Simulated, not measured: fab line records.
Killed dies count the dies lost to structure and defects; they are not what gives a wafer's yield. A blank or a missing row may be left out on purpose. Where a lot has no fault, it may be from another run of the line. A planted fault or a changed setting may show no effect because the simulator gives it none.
Which tool was responsible? / flow rit-cmos / 45 wafers from 15 lots sampled at 2 of the route's 202 steps

## WHAT THE GAUGES READ, wafer by wafer
RIT_SDANNEAL_RS_MEAS_07: measures by four-point-probe. Usual: NLDD_RS 151.6 ohm/sq, standard deviation 0.53.
lot=L904; measured=day 3 20:26; on=film-metro-01; NLDD_RS (ohm/sq)=153.2 152.8 152.3; flag=
lot=L905; measured=day 4 03:05; on=film-metro-01; NLDD_RS (ohm/sq)=151.0 150.8 151.9; flag=
lot=L906; measured=day 4 21:07; on=film-metro-02; NLDD_RS (ohm/sq)=150.8 151.4 151.0; flag=
lot=L908; measured=day 5 04:48; on=film-metro-03; NLDD_RS (ohm/sq)=- - -; flag=OFF
lot=L909; measured=day 5 18:27; on=film-metro-02; NLDD_RS (ohm/sq)=- - -; flag=OFF
lot=L912; measured=day 5 18:40; on=film-metro-01; NLDD_RS (ohm/sq)=- - -; flag=OFF
lot=L915; measured=day 6 09:29; on=film-metro-02; NLDD_RS (ohm/sq)=152.6 151.8 152.2; flag=
lot=L916; measured=day 6 18:26; on=film-metro-02; NLDD_RS (ohm/sq)=151.5 152.0 152.6; flag=
lot=L917; measured=day 6 20:30; on=film-metro-02; NLDD_RS (ohm/sq)=150.9 151.2 151.4; flag=
lot=L919; measured=day 6 23:14; on=film-metro-03; NLDD_RS (ohm/sq)=151.4 151.6 151.5; flag=
lot=L920; measured=day 7 03:37; on=film-metro-02; NLDD_RS (ohm/sq)=151.8 151.6 151.8; flag=
lot=L922; measured=day 7 07:37; on=film-metro-02; NLDD_RS (ohm/sq)=152.7 152.7 152.5; flag=
lot=L923; measured=day 7 11:59; on=film-metro-02; NLDD_RS (ohm/sq)=151.5 151.7 152.2; flag=
lot=L924; measured=day 7 16:26; on=film-metro-03; NLDD_RS (ohm/sq)=151.6 151.1 150.8; flag=
lot=L927; measured=day 8 02:22; on=film-metro-01; NLDD_RS (ohm/sq)=150.8 151.0 151.4; flag=

## TOOL THAT RAN EACH LOT (tool first, then ch and the chambers of the sampled wafers, then the start)
lot=L904; RIT_NLDD_IMPLANT_08=implanter-03 ch 0, day 3 11:58
lot=L905; RIT_NLDD_IMPLANT_08=implanter-02 ch 0, day 3 18:45
lot=L906; RIT_NLDD_IMPLANT_08=implanter-04 ch 0, day 4 12:52
lot=L908; RIT_NLDD_IMPLANT_08=implanter-03 ch 0, day 4 19:34
lot=L909; RIT_NLDD_IMPLANT_08=implanter-03 ch 0, day 4 22:36
lot=L912; RIT_NLDD_IMPLANT_08=implanter-03 ch 0, day 5 04:12
lot=L915; RIT_NLDD_IMPLANT_08=implanter-02 ch 0, day 6 00:10
lot=L916; RIT_NLDD_IMPLANT_08=implanter-02 ch 0, day 6 09:22
lot=L917; RIT_NLDD_IMPLANT_08=implanter-02 ch 0, day 6 11:58
lot=L919; RIT_NLDD_IMPLANT_08=implanter-02 ch 0, day 6 14:46
lot=L920; RIT_NLDD_IMPLANT_08=implanter-04 ch 0, day 6 18:53
lot=L922; RIT_NLDD_IMPLANT_08=implanter-04 ch 0, day 6 23:11
lot=L923; RIT_NLDD_IMPLANT_08=implanter-04 ch 0, day 7 03:29
lot=L924; RIT_NLDD_IMPLANT_08=implanter-04 ch 0, day 7 07:49
lot=L927; RIT_NLDD_IMPLANT_08=implanter-02 ch 0, day 7 18:08
- RIT_NLDD_IMPLANT_08

## AS READ BY THE TOOLS THEMSELVES (means over the sampled wafers that have a number; for cases with no such wafer, the mark the record gives instead)
RIT_NLDD_IMPLANT_08. Usual: dose-ions-cm2 4.999e+14, standard deviation 4.6e+11; tilt-deg 6.994 degrees, standard deviation 0.019.
lot=L904; tool=implanter-03; dose-ions-cm2=4.999e+14; tilt-deg (degrees)=6.984; flag=
lot=L905; tool=implanter-02; dose-ions-cm2=5.005e+14; tilt-deg (degrees)=6.980; flag=
lot=L906; tool=implanter-04; dose-ions-cm2=4.992e+14; tilt-deg (degrees)=6.964; flag=
lot=L908; tool=implanter-03; dose-ions-cm2=4.997e+14; tilt-deg (degrees)=6.251; flag=OFF
lot=L909; tool=implanter-03; dose-ions-cm2=4.999e+14; tilt-deg (degrees)=6.241; flag=OFF
lot=L912; tool=implanter-03; dose-ions-cm2=5.004e+14; tilt-deg (degrees)=6.262; flag=OFF
lot=L915; tool=implanter-02; dose-ions-cm2=4.997e+14; tilt-deg (degrees)=6.947; flag=
lot=L916; tool=implanter-02; dose-ions-cm2=5.000e+14; tilt-deg (degrees)=7.011; flag=
lot=L917; tool=implanter-02; dose-ions-cm2=4.997e+14; tilt-deg (degrees)=6.991; flag=
lot=L919; tool=implanter-02; dose-ions-cm2=5.002e+14; tilt-deg (degrees)=6.992; flag=
lot=L920; tool=implanter-04; dose-ions-cm2=4.999e+14; tilt-deg (degrees)=6.991; flag=
lot=L922; tool=implanter-04; dose-ions-cm2=5.003e+14; tilt-deg (degrees)=6.985; flag=
lot=L923; tool=implanter-04; dose-ions-cm2=4.997e+14; tilt-deg (degrees)=6.998; flag=
lot=L924; tool=implanter-04; dose-ions-cm2=5.001e+14; tilt-deg (degrees)=6.997; flag=
lot=L927; tool=implanter-02; dose-ions-cm2=4.997e+14; tilt-deg (degrees)=6.996; flag=

## THE ANSWER, worked out from the rows above alone
Rule: a lot counts as off when the mean over its wafers that have a number is more than 3 standard deviations away from the usual mean. A lot without any number at a reading at which 4 lots or more have one is off too. All remaining lots with rows at the step are treated as sound. The gauges are gone through in route order, then the tools' own readings, and for those a lot's mean is taken as printed above. At the first step where some lot is off, the reading lying furthest off is the one used; lots without a number count as furthest.
Off: L908, L909, L912, at RIT_SDANNEAL_RS_MEAS_07 (NLDD_RS). Without a number there: L908, L909, L912.
A tool fits if, at a process step before that reading, it ran every lot that is off, and no sound lot after the first of them. The gauges at RIT_SDANNEAL_RS_MEAS_07 aren't tried: what is off there is off at RIT_NLDD_IMPLANT_08 too, on other tools, and a gauge's error can't cause that. One fits: implanter-03 at RIT_NLDD_IMPLANT_08. Its last sound lot is L904 (day 3 11:58), its first lot that is off L908 (day 4 19:34): a fault that began between those two fits.
The tool's own readings at RIT_NLDD_IMPLANT_08 bear it out: on the lots that are off they differ by more than 5 times the standard deviation of the sound lots' means. tilt-deg reads 6.251 degrees there against 6.986 degrees on the sound lots.

## WHAT HAD BEEN PUT IN BY THE SIMULATOR
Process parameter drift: implanter-03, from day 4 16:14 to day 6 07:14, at RIT_NLDD_IMPLANT_08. From 7, the setting tilt-deg moved by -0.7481. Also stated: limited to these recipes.
Lots struck among those shown: L908, L909, L912. The rule above found the same.
